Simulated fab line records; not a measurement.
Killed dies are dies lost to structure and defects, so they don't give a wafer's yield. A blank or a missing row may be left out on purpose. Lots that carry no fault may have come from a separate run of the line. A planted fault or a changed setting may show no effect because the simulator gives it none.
Which of the tools did it? -- flow berkeley-cmos170 -- 14 lots with 42 wafers sampled at 6 steps, on a route of 331 steps

## WHAT THE GAUGES SHOWED, per wafer
UCB170_M1_OVL_MEAS_10. Usual: for M1_OVL the level is -6 nm and the standard deviation is 5.8.
lot,measured,on,M1_OVL (nm),flag
L806,day 7 23:51,overlay-01,-4 -8 -5,
L808,day 8 15:38,overlay-02,-13 -11 -12,
L810,day 9 02:47,overlay-01,-6 -6 -13,
L811,day 9 03:43,overlay-02,-3 -20 -6,
L813,day 9 14:28,overlay-02,-5 -1 -6,
L814,day 10 05:04,overlay-01,-4 1 -9,
L815,day 10 06:41,overlay-01,-8 1 -8,
L816,day 10 07:24,overlay-01,1 6 0,
L819,day 10 23:13,overlay-02,2 6 -4,
L824,day 12 03:43,overlay-02,-2 0 7,
L825,day 12 12:33,overlay-02,-2 -2 -6,
L826,day 12 23:25,overlay-02,-17 -6 -4,
L827,day 13 15:01,overlay-01,-6 -20 -9,
L828,day 13 15:18,overlay-02,-8 -8 -5,

UCB170_M3_RS_MEAS_02: a four-point-probe measurement. Usual: for M3_AL_RS the level is 0.03214 ohm/sq and the standard deviation is 0.00029.
lot,measured,on,M3_AL_RS (ohm/sq),flag
L806,day 8 11:35,film-metro-01,0.03227 0.03226 0.03218,
L808,day 9 03:07,film-metro-03,0.03201 0.0323 0.03179,
L810,day 9 11:58,film-metro-03,0.03187 0.03241 0.03203,
L811,day 9 13:31,film-metro-03,0.03234 0.03187 0.0322,
L813,day 10 03:31,film-metro-01,0.03269 0.03317 0.03294,
L814,day 10 19:44,film-metro-01,0.0323 0.03206 0.03203,
L815,day 10 20:02,film-metro-03,0.06021 0.05942 0.06024,OFF
L816,day 10 20:19,film-metro-02,0.03229 0.03211 0.03255,
L819,day 11 08:41,film-metro-03,0.0602 0.06046 0.05976,OFF
L824,day 12 16:58,film-metro-03,0.03192 0.03201 0.03182,
L825,day 12 23:51,film-metro-02,0.03252 0.03232 0.0324,
L826,day 13 09:32,film-metro-02,0.03207 0.03234 0.03223,
L827,day 14 01:20,film-metro-03,0.0318 0.03217 0.03176,
L828,day 14 03:43,film-metro-03,0.03245 0.03251 0.03211,

UCB170_M3_THK_MEAS_03: measures by xrf. Usual: for M3_AL_THK the level is 888 nm and the standard deviation is 9.3.
lot,measured,on,M3_AL_THK (nm),flag
L806,day 8 11:42,film-metro-01,889 888 900,
L808,day 9 03:12,film-metro-03,891 886 895,
L810,day 9 12:05,film-metro-03,893 881 887,
L811,day 9 13:38,film-metro-03,880 893 886,
L813,day 10 03:37,film-metro-01,873 864 871,
L814,day 10 19:50,film-metro-01,888 896 891,
L815,day 10 20:08,film-metro-03,481 486 480,OFF
L816,day 10 20:25,film-metro-02,873 880 873,
L819,day 11 08:49,film-metro-03,477 476 483,OFF
L824,day 12 17:05,film-metro-03,897 895 897,
L825,day 12 23:58,film-metro-02,873 883 873,
L826,day 13 09:39,film-metro-02,884 878 885,
L827,day 14 01:27,film-metro-03,899 890 899,
L828,day 14 03:50,film-metro-03,882 881 892,

## WHICH TOOL RAN EACH LOT (tool, then ch and the chambers of the sampled wafers, then the start)
lot,UCB170_M1_STRIP_13,UCB170_V1_CVD_00,UCB170_M3_SPUTTER_01
L806,"plasma-asher-02 ch 0,1, day 8 00:04","pecvd-01 ch 0,2, day 8 02:43","pvd-sputter-01, day 8 11:29"
L808,"plasma-asher-03 ch 0,1, day 8 15:59","pecvd-04 ch 0,1,2, day 8 17:48","pvd-sputter-02, day 9 02:58"
L810,"plasma-asher-04 ch 0,1, day 9 02:59","pecvd-03 ch 0,1, day 9 04:32","pvd-sputter-01, day 9 11:53"
L811,"plasma-asher-03 ch 0,1, day 9 04:04","pecvd-04 ch 1,2, day 9 05:53","pvd-sputter-02, day 9 13:25"
L813,"plasma-asher-04 ch 0,1, day 9 14:41","pecvd-04 ch 0,1,2, day 9 17:13","pvd-sputter-02, day 10 03:23"
L814,"plasma-asher-04 ch 0,1, day 10 05:26","pecvd-03 ch 0,1,2, day 10 07:47","pvd-sputter-04, day 10 19:36"
L815,"plasma-asher-02 ch 0,1, day 10 06:58","pecvd-01 ch 1,2, day 10 09:08","pvd-sputter-02, day 10 19:54"
L816,"plasma-asher-04 ch 0,1, day 10 07:44","pecvd-04 ch 1,2, day 10 10:28","pvd-sputter-01, day 10 20:12"
L819,"plasma-asher-04 ch 0, day 10 23:26","pecvd-01 ch 1,2, day 11 00:59","pvd-sputter-02, day 11 08:36"
L824,"plasma-asher-03 ch 0,1, day 12 03:56","pecvd-03 ch 0,2, day 12 05:48","pvd-sputter-04, day 12 16:53"
L825,"plasma-asher-03 ch 0,1, day 12 12:46","pecvd-01 ch 0,2, day 12 14:19","pvd-sputter-04, day 12 23:46"
L826,"plasma-asher-03 ch 0,1, day 12 23:45","pecvd-01 ch 0,1,2, day 13 01:19","pvd-sputter-04, day 13 09:26"
L827,"plasma-asher-02 ch 1, day 13 15:14","pecvd-01 ch 0,2, day 13 17:48","pvd-sputter-01, day 14 01:15"
L828,"plasma-asher-02 ch 0,1, day 13 15:38","pecvd-04 ch 0,1, day 13 17:48","pvd-sputter-04, day 14 03:37"
- UCB170_M1_STRIP_13: strips in O2.
- UCB170_V1_CVD_00: deposits SiO2 from TEOS/O2, target thk 2000 nm, time 250 s.
- UCB170_M3_SPUTTER_01: material Al, target thk 900 nm, time 120 s.

## AS READ BY THE TOOLS THEMSELVES (means over the sampled wafers that have a number; for cases with no such wafer, the mark the record gives instead)
UCB170_M1_STRIP_13. Usual: drypump-motor-current-A 5.9 A, standard deviation 0.44; o2-flow-sccm 400.0 sccm, standard deviation 1.2; oes-product-au 0.720 a.u., standard deviation 0.0051.
lot,tool,drypump-motor-current-A (A),o2-flow-sccm (sccm),oes-product-au (a.u.),flag
L806,plasma-asher-02,6.3,400.3,0.720,
L808,plasma-asher-03,6.1,401.3,0.718,
L810,plasma-asher-04,5.4,400.2,0.720,
L811,plasma-asher-03,6.1,400.4,0.718,
L813,plasma-asher-04,5.3,400.5,0.716,
L814,plasma-asher-04,5.3,399.4,0.723,
L815,plasma-asher-02,6.3,400.6,0.720,
L816,plasma-asher-04,5.3,399.7,0.723,
L819,plasma-asher-04,5.4,400.4,0.724,
L824,plasma-asher-03,6.0,398.9,0.722,
L825,plasma-asher-03,5.9,400.1,0.716,
L826,plasma-asher-03,6.1,400.6,0.720,
L827,plasma-asher-02,6.1,399.7,0.723,
L828,plasma-asher-02,6.3,399.5,0.721,

UCB170_V1_CVD_00. Usual: heater-power-w 256 W, standard deviation 51.
lot,tool,heater-power-w (W),flag
L806,pecvd-01,231,
L808,pecvd-04,239,
L810,pecvd-03,227,
L811,pecvd-04,268,
L813,pecvd-04,264,
L814,pecvd-03,255,
L815,pecvd-01,234,
L816,pecvd-04,259,
L819,pecvd-01,267,
L824,pecvd-03,214,
L825,pecvd-01,214,
L826,pecvd-01,277,
L827,pecvd-01,236,
L828,pecvd-04,224,

UCB170_M3_SPUTTER_01. Usual: throttle-valve-pct 29.2 %, standard deviation 1.3.
lot,tool,throttle-valve-pct (%),flag
L806,pvd-sputter-01,28.2,
L808,pvd-sputter-02,29.9,
L810,pvd-sputter-01,27.8,
L811,pvd-sputter-02,30.3,
L813,pvd-sputter-02,30.3,
L814,pvd-sputter-04,29.3,
L815,pvd-sputter-02,30.6,
L816,pvd-sputter-01,27.6,
L819,pvd-sputter-02,29.9,
L824,pvd-sputter-04,29.3,
L825,pvd-sputter-04,29.5,
L826,pvd-sputter-04,29.2,
L827,pvd-sputter-01,28.8,
L828,pvd-sputter-04,29.3,

## THE ANSWER, worked out from the rows above alone
Rule: a lot counts as off when the mean over its wafers that have a number is more than 3 standard deviations away from the usual mean. Also off: a lot with no number at a reading for which 4 or more lots have one. All remaining lots with rows at the step are treated as sound. After the gauges, taken in route order, come the tools' own readings; for these a lot's mean is taken, as printed above. The first step at which some lot is off is used, and at that step the reading that is off furthest; a lot without a number counts as furthest.
Off: L815, L819, at UCB170_M3_RS_MEAS_02 (M3_AL_RS).
A tool fits if, at a process step before that reading, it ran every lot that is off, and no sound lot after the first of them. Those tools and the gauges at UCB170_M3_RS_MEAS_02 are tried in the same way. One candidate fits, namely pvd-sputter-02 at UCB170_M3_SPUTTER_01. Its last sound lot is L813 (day 10 03:23), its first lot that is off L815 (day 10 19:54): a fault that began between those two fits.

## WHAT THE SIMULATOR HAD INSERTED
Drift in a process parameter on pvd-sputter-02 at UCB170_M3_SPUTTER_01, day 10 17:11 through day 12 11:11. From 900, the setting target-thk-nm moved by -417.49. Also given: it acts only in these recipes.
Lots struck among those shown: L815, L819. The same result came from the rule above.
